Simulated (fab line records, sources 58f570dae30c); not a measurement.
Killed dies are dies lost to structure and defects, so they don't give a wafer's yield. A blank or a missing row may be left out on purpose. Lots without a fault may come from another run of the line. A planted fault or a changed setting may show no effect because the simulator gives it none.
Which tool did it? | flow berkeley_cmos170 | 12 lots, 36 wafers sampled, at 6 steps of a route of 331

WHAT THE GAUGES READ, wafer by wafer
UCB170_NWELL_THK_MEAS_05. Usual: NWELL_NITRIDE_THK 222.8 nm, standard deviation 2.3.
lot  | measured    | on            | NWELL_NITRIDE_THK (nm) | flag
L492 | day 2 06:30 | film_metro-02 | 224.5 222.6 221.9      |
L494 | day 2 14:45 | film_metro-02 | 220.1 224.4 223.5      |
L493 | day 2 14:46 | film_metro-01 | 221.3 221.4 217.8      |
L495 | day 2 22:11 | film_metro-02 | 224.7 225.6 223.5      |
L505 | day 5 05:22 | film_metro-02 | 221.2 222.8 222.1      |
L504 | day 5 05:23 | film_metro-01 | 221.6 220.9 221.1      |
L506 | day 5 15:03 | film_metro-04 | 220.1 221.2 218.9      |
L508 | day 5 21:11 | film_metro-04 | 221.3 221.9 223.3      |
L507 | day 5 21:11 | film_metro-02 | 223.2 221.7 222.6      |
L514 | day 7 02:51 | film_metro-02 | 223.8 222.8 225.1      |
L513 | day 7 02:52 | film_metro-01 | 223.6 224.7 224.9      |
L515 | day 7 08:32 | film_metro-02 | 224.5 226.1 225.5      |

UCB170_PWELL_THK_MEAS_03. Usual: PWELL_OXIDE_THK 26.3 nm, standard deviation 0.47.
lot  | measured    | on            | PWELL_OXIDE_THK (nm) | flag
L492 | day 2 19:00 | film_metro-04 | 26.4 26.5 26.6       |
L494 | day 3 03:46 | film_metro-03 | 25.9 25.2 25.6       |
L493 | day 3 03:47 | film_metro-01 | 26.2 26.1 26.2       |
L495 | day 3 09:23 | film_metro-01 | 26.2 26.1 26.1       |
L505 | day 5 17:18 | film_metro-04 | 26.6 26.3 25.7       |
L504 | day 5 17:19 | film_metro-03 | 25.9 25.2 25.7       |
L506 | day 6 06:15 | film_metro-03 | 26.0 25.9 26.2       |
L508 | day 6 06:19 | film_metro-03 | 26.1 26.2 25.7       |
L507 | day 6 06:20 | film_metro-01 | 26.7 26.3 26.0       |
L514 | day 7 15:14 | film_metro-04 | 26.7 26.0 26.8       |
L513 | day 7 15:14 | film_metro-03 | 26.3 25.9 26.6       |
L515 | day 7 19:50 | film_metro-04 | 27.0 26.3 26.7       |

UCB170_PWELL_THK_MEAS_06. Usual: PWELL_NITRIDE_THK 218.5 nm, standard deviation 2.
lot  | measured    | on            | PWELL_NITRIDE_THK (nm)              | flag
L492 | day 3 03:14 | film_metro-04 | 218.0 217.5 218.0                   |
L494 | day 3 09:56 | film_metro-01 | 221.7 223.1 220.7                   |
L493 | day 3 09:56 | film_metro-03 | 219.5 217.1 217.8                   |
L495 | day 3 16:53 | film_metro-01 | 217.6 219.2 218.5                   |
L505 | day 6 00:44 | film_metro-03 | 149.1 147.4 146.3 149.1 147.4 146.2 | OFF
L504 | day 6 00:45 | film_metro-04 | 145.9 146.0 142.6 145.8 146.1 142.8 | OFF
L506 | day 6 13:06 | film_metro-03 | 216.9 216.7 216.9                   |
L508 | day 6 13:06 | film_metro-01 | 220.0 219.9 218.6                   |
L507 | day 6 13:07 | film_metro-04 | 218.0 217.6 217.7                   |
L514 | day 7 23:49 | film_metro-01 | 219.5 217.7 219.4                   |
L513 | day 7 23:46 | film_metro-03 | 218.6 218.8 219.3                   |
L515 | day 7 23:46 | film_metro-04 | 217.6 217.2 217.6                   |

UCB170_ACTIVE_OVL_MEAS_14. Usual: ACTIVE_OVL -1 nm, standard deviation 5.9.
lot  | measured    | on         | ACTIVE_OVL (nm) | flag
L492 | day 4 14:19 | overlay-01 | -7 0 -1         |
L494 | day 5 00:37 | overlay-02 | 4 8 5           |
L493 | day 5 00:31 | overlay-01 | -6 2 -5         |
L495 | day 5 09:07 | overlay-02 | 6 -4 -2         |
L505 | day 7 17:04 | overlay-01 | -7 2 -5         |
L504 | day 7 17:03 | overlay-02 | 7 17 11         |
L506 | day 8 02:47 | overlay-01 | -5 -9 -4        |
L508 | day 8 03:05 | overlay-02 | -3 -2 2         |
L507 | day 8 03:16 | overlay-01 | -4 1 4          |
L514 | day 9 08:33 | overlay-01 | -7 -14 -11      |
L513 | day 9 08:58 | overlay-02 | 5 0 0           |
L515 | day 9 08:40 | overlay-02 | 5 0 0           |

WHICH TOOL RAN EACH LOT (tool, then ch and the chambers of the sampled wafers, then the start)
lot  | UCB170_PWELL_CVD_05        | UCB170_PWELL_ETCH_14
L492 | lpcvd-01 ch 1, day 3 01:19 | rie_diel-03 ch 0,1,3, day 3 04:37
L494 | lpcvd-02 ch 0, day 3 08:01 | rie_diel-03 ch 0,1, day 3 11:09
L493 | lpcvd-02 ch 0, day 3 08:01 | rie_diel-01 ch 0,2,3, day 3 10:55
L495 | lpcvd-02 ch 0, day 3 14:58 | rie_diel-01 ch 1,3, day 3 18:55
L505 | lpcvd-01 ch 1, day 5 22:49 | rie_diel-03 ch 0,2, day 6 06:20
L504 | lpcvd-01 ch 0, day 5 22:49 | rie_diel-04 ch 1,2,3, day 6 03:49
L506 | lpcvd-02 ch 0, day 6 11:11 | rie_diel-01 ch 0,3, day 6 14:18
L508 | lpcvd-02 ch 0, day 6 11:11 | rie_diel-01 ch 0,1,3, day 6 15:02
L507 | lpcvd-02 ch 1, day 6 11:11 | rie_diel-03 ch 0,1,3, day 6 14:49
L514 | lpcvd-02 ch 0, day 7 21:51 | rie_diel-04 ch 0,1,2, day 8 01:37
L513 | lpcvd-02 ch 1, day 7 21:51 | rie_diel-04 ch 0,3, day 8 01:02
L515 | lpcvd-02 ch 0, day 7 21:51 | rie_diel-01 ch 0,2,3, day 8 01:05
- UCB170_PWELL_CVD_05: deposits Si3N4 from SiH2Cl2/NH3, target thk 220 nm, time 3300 s.
- UCB170_PWELL_ETCH_14: etches Si3N4 in CH3F/Ar/O2, stops on SiO2, target depth 242 nm, time 151 s.

WHAT THE TOOLS THEMSELVES READ (means of the sampled wafers that have a number; where no wafer has one, the mark that the record gives instead)
UCB170_PWELL_CVD_05. Usual: spike_tc_centre_C 803.3 C, standard deviation 1; spike_tc_load_C 823.9 C, standard deviation 1.3; spike_tc_source_C 821.4 C, standard deviation 1.2; susceptor_temp_C 800.1 C, standard deviation 0.38; zone_power_centre_pct 37.7 %, standard deviation 2.2.
lot  | tool     | spike_tc_centre_C (C) | spike_tc_load_C (C) | spike_tc_source_C (C) | susceptor_temp_C (C) | zone_power_centre_pct (%) | flag
L492 | lpcvd-01 | 802.9                 | 823.8               | 820.6                 | 800.1                | 40.1                      |
L494 | lpcvd-02 | 803.2                 | 821.9               | 821.6                 | 800.3                | 35.2                      |
L493 | lpcvd-02 | 804.3                 | 823.2               | 822.2                 | 799.5                | 35.2                      |
L495 | lpcvd-02 | 803.6                 | 824.4               | 821.8                 | 799.8                | 34.8                      |
L505 | lpcvd-01 | 781.4                 | 801.3               | 801.2                 | 778.8                | 39.0                      | OFF
L504 | lpcvd-01 | 782.0                 | 803.1               | 798.9                 | 778.7                | 37.9                      | OFF
L506 | lpcvd-02 | 803.4                 | 823.5               | 821.3                 | 800.4                | 35.0                      |
L508 | lpcvd-02 | 803.4                 | 823.9               | 821.7                 | 800.2                | 35.0                      |
L507 | lpcvd-02 | 803.2                 | 826.3               | 820.3                 | 799.5                | 35.2                      |
L514 | lpcvd-02 | 803.2                 | 822.3               | 821.1                 | 800.9                | 35.1                      |
L513 | lpcvd-02 | 803.4                 | 825.2               | 821.0                 | 800.1                | 35.5                      |
L515 | lpcvd-02 | 802.4                 | 823.3               | 821.0                 | 800.2                | 35.4                      |

UCB170_PWELL_ETCH_14. Usual: drypump_motor_current_A 5.7 A, standard deviation 0.46; oes_product_au 0.941 a.u., standard deviation 0.017; throttle_valve_pct 8.06 %, standard deviation 0.14.
lot  | tool        | drypump_motor_current_A (A) | oes_product_au (a.u.) | throttle_valve_pct (%) | flag
L492 | rie_diel-03 | 5.5                         | 0.937                 | 8.01                   |
L494 | rie_diel-03 | 5.6                         | 0.935                 | 7.92                   |
L493 | rie_diel-01 | 5.9                         | 0.934                 | 8.11                   |
L495 | rie_diel-01 | 5.6                         | 0.944                 | 8.18                   |
L505 | rie_diel-03 | 5.4                         | 0.758                 | 8.07                   | OFF
L504 | rie_diel-04 | 6.1                         | 0.745                 | 8.01                   | OFF
L506 | rie_diel-01 | 6.2                         | 0.936                 | 8.12                   |
L508 | rie_diel-01 | 6.0                         | 0.955                 | 8.19                   |
L507 | rie_diel-03 | 5.5                         | 0.940                 | 8.01                   |
L514 | rie_diel-04 | 5.9                         | 0.938                 | 7.91                   |
L513 | rie_diel-04 | 5.4                         | 0.949                 | 7.94                   |
L515 | rie_diel-01 | 5.9                         | 0.925                 | 8.12                   |

THE ANSWER, worked out from the rows above alone
Rule: a lot is off if the mean of its wafers that have a number lies more than 3 standard deviations from the usual mean. A lot without any number at a reading at which 4 lots or more have one is off too. The other lots that the step has rows for count as sound. The gauges are gone through in route order, then the tools' own readings, and for those a lot's mean is taken as printed above. The first step at which some lot is off is used, and at that step the reading that is off furthest; a lot without a number counts as furthest.
Off: L505, L504, at UCB170_PWELL_THK_MEAS_06 (PWELL_NITRIDE_THK).
A tool fits if, at a process step before that reading, it ran every lot that is off, and no sound lot after the first of them. The gauges at UCB170_PWELL_THK_MEAS_06 aren't tried: what is off there is off at UCB170_PWELL_CVD_05 too, on other tools, and a gauge's error can't cause that. One fits: lpcvd-01 at UCB170_PWELL_CVD_05. Its last sound lot is L492 (day 3 01:19), its first lot that is off L504 (day 5 22:49): a fault that began between those two fits.
The tool's own readings at UCB170_PWELL_CVD_05 bear it out: on the lots that are off they differ by more than 5 times the standard deviation of the sound lots' means. spike_tc_centre_C reads 781.7 C there against 803.3 C on the sound lots; spike_tc_load_C reads 802.2 C there against 823.8 C on the sound lots; spike_tc_source_C reads 800.0 C there against 821.3 C on the sound lots; susceptor_temp_C reads 778.8 C there against 800.1 C on the sound lots.

WHAT THE SIMULATOR HAD PUT IN
Process parameter drift: lpcvd-01, from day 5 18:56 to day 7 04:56, at UCB170_PWELL_CVD_05. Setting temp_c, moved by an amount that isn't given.
Lots struck among those shown: L505, L504. The rule above found the same.
